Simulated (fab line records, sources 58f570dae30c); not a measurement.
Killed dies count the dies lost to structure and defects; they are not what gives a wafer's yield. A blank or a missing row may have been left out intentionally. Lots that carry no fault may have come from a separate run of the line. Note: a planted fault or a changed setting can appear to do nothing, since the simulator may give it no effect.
Matching of chambers -- flow berkeley_cmos170 -- UCB170_V2_CMP_02 on cmp-01 has 4 sister chambers
The step polishes SiO2. 8 wafers are shown with their chamber, then 7 later ones without.

== WAFERS, EACH WITH ITS CHAMBER ==
wafer,chamber,motor_current_A (A)
L948.5,2,16.0
L950.1,0,13.5
L950.3,1,17.8
L951.1,3,21.2
L951.3,2,16.1
L951.5,3,20.1
L952.4,0,13.4
L952.5,1,18.2

== WAFERS MISSING THEIR CHAMBER ==
wafer,motor_current_A (A)
L952.6,14.6
L956.2,18.2
L956.4,14.4
L956.6,18.2
L957.1,15.7
L957.4,14.2
L957.6,21.2

== EACH ONE'S CHAMBER ==
wafer,from the rows above,in truth
L952.6,can't be placed: 0 or 2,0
L956.2,1,1
L956.4,can't be placed: 0 or 2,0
L956.6,1,1
L957.1,2,2
L957.4,0,0
L957.6,3,3
5 of 7 placed correctly. Not placeable from these rows: 2 (in 2, the candidates include the true chamber). Placed wrongly: 0.
How it was worked out, from the rows above alone: a wafer's distance from a chamber is the root of the sum, over the readings, of the square of ((its reading less the chamber's mean) divided by the reading's scatter). The wafer belongs to the nearest chamber; if the next one is less than 2 further off, it can't be placed. For every chamber, the mean is computed from those of its wafers that are shown. How the scatter is found: for the shown wafers, subtract from each reading the mean of its chamber, square and add these, divide the total by (wafers less chambers), then take the root.
